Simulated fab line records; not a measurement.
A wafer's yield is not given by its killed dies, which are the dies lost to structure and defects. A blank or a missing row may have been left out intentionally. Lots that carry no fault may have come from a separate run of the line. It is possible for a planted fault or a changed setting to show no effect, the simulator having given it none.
fab line records	flow rit-cmos
record: lots: 7	wafers: 21	last-day: 7
route steps=202 shown PWELL@42 WELLDRIVE@50 NWELL@51 NRETRO@53 M1@202
lots that met no fault: from a run of the same line without faults
start-h: start of the lot's first displayed wafer, in hours after the record's first day	wait-h: time in hours since the lot's previous step	" unchanged from the row above	L1.1+2: one row covering several wafers at once	- no value, or no start given	* or withheld: withheld	< > ~ a bound
route shown NAME@n: NAME is a module with steps in the file, n the number in the route of the first one	usual: the fault-free wafers' mean and standard deviation	same: alike in all rows	chamber/n: place in a boat	sites: each site's reading	_std_site: standard deviation across them	_edge_site: the outer-site mean with the inner-site mean subtracted	radius-mm: for every site, how far away it sits from the centre of the wafer	mask NAME#n: copy n	behind: tool/chamber where the wafer was last shaped	hold: why the lot was held/for how many hours/how that ended	device: transistor that didn't switch, given as n, p or np	end of line: the tests these same wafers got at the end of their route	a step with no rows: only its recipe	killed: at the first sort, the dies lost to defects and structure; wafer yield is something else	map: a wafer's dies, marking killed ones x, the rest . and places with no die _
set.NAME: the run value of the setting; set.NAME@STEP: its run value at that earlier step	model.NAME: the simulator's own value behind a step, which no gauge read
lots seen at some steps along the route; tables by step, rows by wafer
services: when a tool's chamber went out of use (start-h, in hours from the record's first day, below 0 if earlier), for how many hours, and the reason
== steps ==
step: RIT_PWELL_EXPOSE_03
recipe: mask-id: M3	na: 0.57	target-cd-nm: 43700	dose-mj: 250
step: RIT_PWELL_PEB_04
recipe: resist: NOVOLAK	temp-c: withheld	time-s: withheld
step: RIT_PWELL_DEVELOP_05
recipe: resist: NOVOLAK	develop-time-s: 68	dev-temp-c: 23
step: RIT_PWELL_OVL_MEAS_06
usual: PWELL_OVL: 1.2/1.4
lot.wafer	tool	chamber	start-h	wait-h	PWELL_OVL[nm]
L213.1	overlay-02	-	30.17	-	0.9
L213.2	"	-	"	"	2.1
L213.3	"	-	"	"	0.5
L219.2	overlay-01	-	65.40	-	-0.1
L219.5	"	-	"	"	1.3
L219.6	"	-	"	"	1.0
L220.1	overlay-01	-	69.39	-	1.9
L220.4	"	-	"	"	1.3
L220.5	"	-	"	"	1.5
L222.1	overlay-01	-	79.93	-	1.8
L222.2	"	-	"	"	-1.0
L222.6	"	-	"	"	0.4
L227.1	overlay-01	-	100.39	-	4.0
L227.2	"	-	"	"	5.5
L227.3	"	-	"	"	3.7
L232.2	overlay-02	-	125.48	-	0.1
L232.4	"	-	"	"	0.9
L232.5	"	-	"	"	1.6
L233.1	overlay-02	-	130.63	-	-0.8
L233.2	"	-	"	"	-0.6
L233.4	"	-	"	"	0.2
step: RIT_PWELL_HARDBAKE_07
recipe: resist: NOVOLAK	temp-c: 140	time-s: 120
step: RIT_PWELL_IMPLANT_08
recipe: species: B	energy-kev: 170	dose-cm2: 7e+13	tilt-deg: 7
step: RIT_PWELL_STRIP_09
recipe: chemistry: O2	time-s: 180	resist: NOVOLAK	platen-temp-c: withheld	power-w: 500	pressure-mtorr: 4000	o2-flow-sccm: 4000
usual: drypump-motor-current-A: 6.1/0.34
lot.wafer	tool	chamber	start-h	wait-h	drypump-motor-current-A	rf-hours-counter-h
L213.1	plasma-asher-03	1	30.66	0.1	5.8	38
L213.2	"	0	"	"	5.8	38
L213.3	"	1	"	"	5.8	-
L219.2	plasma-asher-03	1	65.83	0.1	5.8	42
L219.5	"	0	"	"	5.8	-
L219.6	"	1	"	"	5.8	-
L220.1	plasma-asher-02	1	69.83	0.1	5.9	45
L220.4	"	1	"	"	5.9	-
L220.5	"	0	"	"	5.8	-
L222.1	plasma-asher-04	0	80.37	0.1	6.7	24
L222.2	"	1	"	"	6.3	24
L222.6	"	1	"	"	6.3	-
L227.1	plasma-asher-04	0	100.83	0.1	6.6	27
L227.2	"	1	"	"	6.3	27
L227.3	"	0	"	"	6.6	-
L232.2	plasma-asher-02	0	125.91	0.1	5.7	51
L232.4	"	1	"	"	5.9	-
L232.5	"	1	"	"	5.9	-
L233.1	plasma-asher-03	1	131.07	0.1	5.7	48
L233.2	"	0	"	"	5.8	48
L233.4	"	0	"	"	5.8	-
step: RIT_PWELL_TW_MEAS_10
usual: PWELL_TW: 948/5.2
lot.wafer	tool	chamber	start-h	wait-h	PWELL_TW
L213.1	film-metro-02	-	30.84	0.1	953
L213.2	"	-	"	"	952
L213.3	"	-	"	"	958
L219.2	film-metro-03	-	66.02	0.1	944
L219.5	"	-	"	"	941
L219.6	"	-	"	"	943
L220.1	film-metro-02	-	70.00	0.1	960
L220.4	"	-	"	"	958
L220.5	"	-	"	"	954
L222.1	film-metro-03	-	80.54	0.1	944
L222.2	"	-	"	"	946
L222.6	"	-	"	"	944
L227.1	film-metro-02	-	101.01	0.1	948
L227.2	"	-	"	"	951
L227.3	"	-	"	"	949
L232.2	film-metro-03	-	126.10	0.1	940
L232.4	"	-	"	"	946
L232.5	"	-	"	"	941
L233.1	film-metro-02	-	131.24	0.1	951
L233.2	"	-	"	"	946
L233.4	"	-	"	"	947
step: RIT_WELLDRIVE_ANNEAL_00
recipe: temp-c: 1100	time-s: 14700	ambient: N2
step: RIT_WELLDRIVE_RS_MEAS_01
recipe: thk-meas-gauge: four-point-probe
usual: NWELL_RS: 273.1/0.89
lot.wafer	tool	chamber	start-h	wait-h	NWELL_RS[ohm/sq]
L213.1	film-metro-02	-	37.36	0.0	273.3
L213.2	"	-	"	"	272.2
L213.3	"	-	"	"	272.2
L219.2	film-metro-01	-	73.76	0.0	271.3
L219.5	"	-	"	"	271.7
L219.6	"	-	"	"	272.6
L220.1	film-metro-02	-	76.56	0.0	273.9
L220.4	"	-	"	"	273.4
L220.5	"	-	"	"	273.9
L222.1	film-metro-01	-	86.16	0.0	271.6
L222.2	"	-	"	"	272.8
L222.6	"	-	"	"	273.2
L227.1	film-metro-03	-	107.78	0.0	274.3
L227.2	"	-	"	"	273.7
L227.3	"	-	"	"	273.4
L232.2	film-metro-02	-	131.42	0.0	272.9
L232.4	"	-	"	"	272.4
L232.5	"	-	"	"	272.7
L233.1	film-metro-02	-	136.74	0.0	273.0
L233.2	"	-	"	"	272.4
L233.4	"	-	"	"	272.8
step: RIT_WELLDRIVE_RS_MEAS_02
recipe: thk-meas-gauge: four-point-probe
usual: PWELL_RS: 429.6/1.3
lot.wafer	tool	chamber	start-h	wait-h	PWELL_RS[ohm/sq]
L213.1	film-metro-02	-	37.48	0.1	430.3
L213.2	"	-	"	"	429.5
L213.3	"	-	"	"	429.4
L219.2	film-metro-01	-	73.88	0.1	427.1
L219.5	"	-	"	"	427.1
L219.6	"	-	"	"	427.6
L220.1	film-metro-02	-	76.68	0.1	430.3
L220.4	"	-	"	"	430.0
L220.5	"	-	"	"	430.1
L222.1	film-metro-01	-	86.28	0.1	429.7
L222.2	"	-	"	"	428.8
L222.6	"	-	"	"	428.8
L227.1	film-metro-03	-	107.90	0.1	429.1
L227.2	"	-	"	"	428.6
L227.3	"	-	"	"	429.2
L232.2	film-metro-02	-	131.54	0.1	431.7
L232.4	"	-	"	"	430.1
L232.5	"	-	"	"	430.9
L233.1	film-metro-02	-	136.86	0.1	430.2
L233.2	"	-	"	"	429.5
L233.4	"	-	"	"	431.2
step: RIT_NRETRO_HMDS_00
recipe: prime-time-s: 60	prime-temp-c: 140
step: RIT_NRETRO_COAT_01
recipe: resist: NOVOLAK	spin-rpm: 2000	resist-thk-nm: 1300
usual: spin-speed-rpm: 1999.9/1.7
lot.wafer	tool	chamber	start-h	wait-h	spin-speed-rpm	model.NOVOLAK_of_NRETRO_COAT_01.thk-nm
L213.1	litho-track-02	0	37.75	0.1	2000.8	1302
L213.2	"	0	"	"	1998.4	1299
L213.3	"	0	"	"	2001.2	1302
L219.2	litho-track-02	0	74.16	0.1	1847.4	1353
L219.5	"	0	"	"	1848.8	1355
L219.6	"	0	"	"	1849.2	1352
L220.1	litho-track-02	0	76.95	0.1	1850.6	1348
L220.4	"	0	"	"	1852.5	1349
L220.5	"	0	"	"	1850.3	1349
L222.1	litho-track-02	0	86.55	0.1	1848.1	1354
L222.2	"	0	"	"	1849.3	1355
L222.6	"	0	"	"	1849.6	1354
L227.1	litho-track-01	0	108.17	0.1	2001.8	1296
L227.2	"	0	"	"	1997.8	1292
L227.3	"	0	"	"	1998.9	1292
L232.2	litho-track-04	0	131.82	0.1	1999.0	1301
L232.4	"	0	"	"	2003.2	1298
L232.5	"	0	"	"	1997.8	1299
L233.1	litho-track-01	0	137.13	0.1	1999.2	1303
L233.2	"	0	"	"	2000.4	1302
L233.4	"	0	"	"	1998.0	1298
step: RIT_NRETRO_SOFTBAKE_02
recipe: resist: NOVOLAK	temp-c: 90	time-s: 60
step: RIT_NRETRO_EXPOSE_03
recipe: mask-id: M4	na: 0.57	target-cd-nm: 43900	dose-mj: 250
step: RIT_NRETRO_PEB_04
recipe: resist: NOVOLAK	temp-c: withheld	time-s: withheld
step: RIT_NRETRO_DEVELOP_05
recipe: resist: NOVOLAK	develop-time-s: 68.87	dev-temp-c: 23
step: RIT_NRETRO_OVL_MEAS_06
usual: NRETRO_OVL: -0.2/1.4
lot.wafer	tool	chamber	start-h	wait-h	NRETRO_OVL[nm]
L213.1	overlay-01	-	38.48	-	0.9
L213.2	"	-	"	"	-1.6
L213.3	"	-	"	"	-0.2
L219.2	overlay-01	-	75.00	-	-1.3
L219.5	"	-	"	"	-1.2
L219.6	"	-	"	"	0.0
L220.1	overlay-01	-	77.81	-	1.8
L220.4	"	-	"	"	-1.2
L220.5	"	-	"	"	0.7
L222.1	overlay-02	-	87.49	-	-2.2
L222.2	"	-	"	"	-1.7
L222.6	"	-	"	"	-2.7
L227.1	overlay-02	-	109.02	-	-0.4
L227.2	"	-	"	"	-2.3
L227.3	"	-	"	"	-1.2
L232.2	overlay-02	-	132.53	-	-1.2
L232.4	"	-	"	"	-0.3
L232.5	"	-	"	"	1.2
L233.1	overlay-02	-	137.86	-	-2.1
L233.2	"	-	"	"	-1.1
L233.4	"	-	"	"	-1.8
step: RIT_NRETRO_HARDBAKE_07
recipe: resist: NOVOLAK	temp-c: 140	time-s: 120
lot.wafer	tool	chamber	start-h	wait-h	model.NOVOLAK_of_NRETRO_COAT_01.thk-nm
L213.1	litho-track-04	0	38.56	0.1	1138
L213.2	"	0	"	"	1136
L213.3	"	0	"	"	1139
L219.2	litho-track-01	0	75.07	0.1	1182
L219.5	"	0	"	"	1184
L219.6	"	0	"	"	1181
L220.1	litho-track-01	0	77.84	0.0	1178
L220.4+5	"	0	"	"	1179
L222.1+6	litho-track-02	0	87.52	0.0	1183
L222.2	"	0	"	"	1184
L227.1	litho-track-04	0	109.06	0.0	1133
L227.2+3	"	0	"	"	1130
L232.2	litho-track-04	0	132.60	0.1	1138
L232.4	"	0	"	"	1135
L232.5	"	0	"	"	1136
L233.1	litho-track-01	0	137.89	0.0	1139
L233.2	"	0	"	"	1138
L233.4	"	0	"	"	1135
step: RIT_NRETRO_IMPLANT_08
recipe: species: P	energy-kev: 70	dose-cm2: 9.91e+12	tilt-deg: 7
step: RIT_M1_PROBE_99
usual: killed-at-contacts: 0.0/0.16	killed-at-front-end: 7.5/2.8	killed-dies: 7.6/2.9	killed-open: 3.7/2	killed-short: 3.8/2
same: gross-dies: 264	killed_at_M0_to_M3: 0	killed_at_M4_up: 0	killed-at-back-side: 0	killed-at-other: 0
lot.wafer	tool	chamber	start-h	wait-h	killed-at-contacts	killed-at-front-end	killed-dies	killed-open	killed-short
L213.1	prober-02	-	76.40	0.1	0	11	11	4	7
L213.2	prober-02	-	76.45	0.1	0	7	7	2	5
L213.3	prober-02	-	76.50	0.2	0	10	10	6	4
L219.2	prober-02	-	105.19	0.1	0	3	3	2	1
L219.5	prober-02	-	105.34	0.2	0	4	4	2	2
L219.6	prober-02	-	105.39	0.2	0	10	10	3	7
L222.1	prober-01	-	119.29	0.1	0	6	6	2	4
L222.2	prober-01	-	119.34	0.1	0	5	5	2	3
L222.6	prober-01	-	119.54	0.2	0	7	7	4	3
L227.1	prober-01	-	141.14	0.1	0	3	3	2	1
L227.2	prober-01	-	141.19	0.1	0	6	6	5	1
L232.2	prober-02	-	163.29	0.1	0	8	8	5	3
L232.4	prober-02	-	163.39	0.2	0	9	9	6	3
L232.5	prober-02	-	163.44	0.2	0	8	8	3	5
killed by level:class
L213.1 GATE:geometric-particle:short=6 REOX:geometric-particle:open=2 GATE:geometric-particle:open=1 SILICIDE:geometric-particle:short=1 SILICIDE:geometric-particle:open=1
L213.2 GATE:geometric-particle:open=2 SILICIDE:geometric-particle:short=2 FOX2:geometric-particle:short=1 GATE:geometric-particle:short=1 SPACER:geometric-particle:short=1
L213.3 GATE:geometric-particle:open=3 FOX1:geometric-particle:open=2 GATE:geometric-particle:short=2 REOX:geometric-particle:short=1 REOX:geometric-particle:open=1 SILICIDE:geometric-particle:short=1
L219.2 GATE:geometric-particle:open=2 FOX2:geometric-particle:short=1
L219.5 FOX1:geometric-particle:short=1 FOX2:geometric-particle:open=1 REOX:geometric-particle:open=1 SPACER:geometric-particle:short=1
L219.6 GATE:geometric-particle:short=4 GATE:geometric-particle:open=3 FOX1:geometric-particle:short=1 SPACER:geometric-particle:short=1 SILICIDE:geometric-particle:short=1
L222.1 GATE:geometric-particle:open=2 REOX:geometric-particle:short=2 GATE:geometric-particle:short=1 SPACER:geometric-particle:short=1
L222.2 GATE:geometric-particle:open=1 REOX:geometric-particle:short=1 SPACER:geometric-particle:short=1 SILICIDE:geometric-particle:short=1 SILICIDE:geometric-particle:open=1
L222.6 FOX1:geometric-particle:short=1 FOX2:geometric-particle:open=1 SPACER:geometric-particle:open=1 REOX:geometric-particle:open=1 SPACER:geometric-particle:short=1 SILICIDE:geometric-particle:short=1 SILICIDE:geometric-particle:open=1
L227.1 GATE:geometric-particle:open=2 REOX:geometric-particle:short=1
L227.2 REOX:geometric-particle:open=2 SPACER:geometric-particle:open=2 GATE:geometric-particle:open=1 SPACER:geometric-particle:short=1
L232.2 REOX:geometric-particle:open=4 GATE:geometric-particle:short=2 FOX1:geometric-particle:open=1 REOX:geometric-particle:short=1
L232.4 GATE:geometric-particle:open=2 REOX:geometric-particle:open=2 SPACER:geometric-particle:open=2 FOX2:geometric-particle:short=1 GATE:geometric-particle:short=1 REOX:geometric-particle:short=1
L232.5 GATE:geometric-particle:short=2 SILICIDE:geometric-particle:short=2 FOX2:geometric-particle:open=1 REOX:geometric-particle:short=1 REOX:geometric-particle:open=1 SILICIDE:geometric-particle:open=1
== services ==
tool	chamber	start-h	hours	kind
plasma-asher-02	-	9.08	2.8	pm
plasma-asher-02	-	72.58	11.4	pm
plasma-asher-03	-	110.39	7.6	repair
== key ==
first-sign: step: RIT_NRETRO_COAT_01	reading: spin-speed-rpm	direction: down	sigmas: 89	usual: 1999.9	struck: 1849.5
effect none on later readings
model-effect: step: RIT_NRETRO_COAT_01	value: NOVOLAK_of_NRETRO_COAT_01.thk-nm	without: 1300	struck: 1352
model-effect: step: RIT_NRETRO_HARDBAKE_07	value: NOVOLAK_of_NRETRO_COAT_01.thk-nm	without: 1137	struck: 1182
met-at RIT_NRETRO_COAT_01
struck-wafers L219.2,L219.5,L219.6,L220.1,L220.4,L220.5,L222.1,L222.2,L222.6
tester-left-out L219,L220,L222
onset-between 37.75 74.16
fault: kind: process-parameter-drift	tool: litho-track-02	chamber: -	onset-h: 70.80	steps: RIT_NRETRO_COAT_01	channel: spin-rpm	offset: -151.11	shape: step	end-h: 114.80	acts-in: these-recipes-only	stated: 2000
tester-left-out: of these lots the tester's yield and bins aren't shown, on N5 and GAA mostly nor the transistor test; their killed dies are dies lost to structure and defects alone, not to doping, threshold or leakage, so they don't give the yield
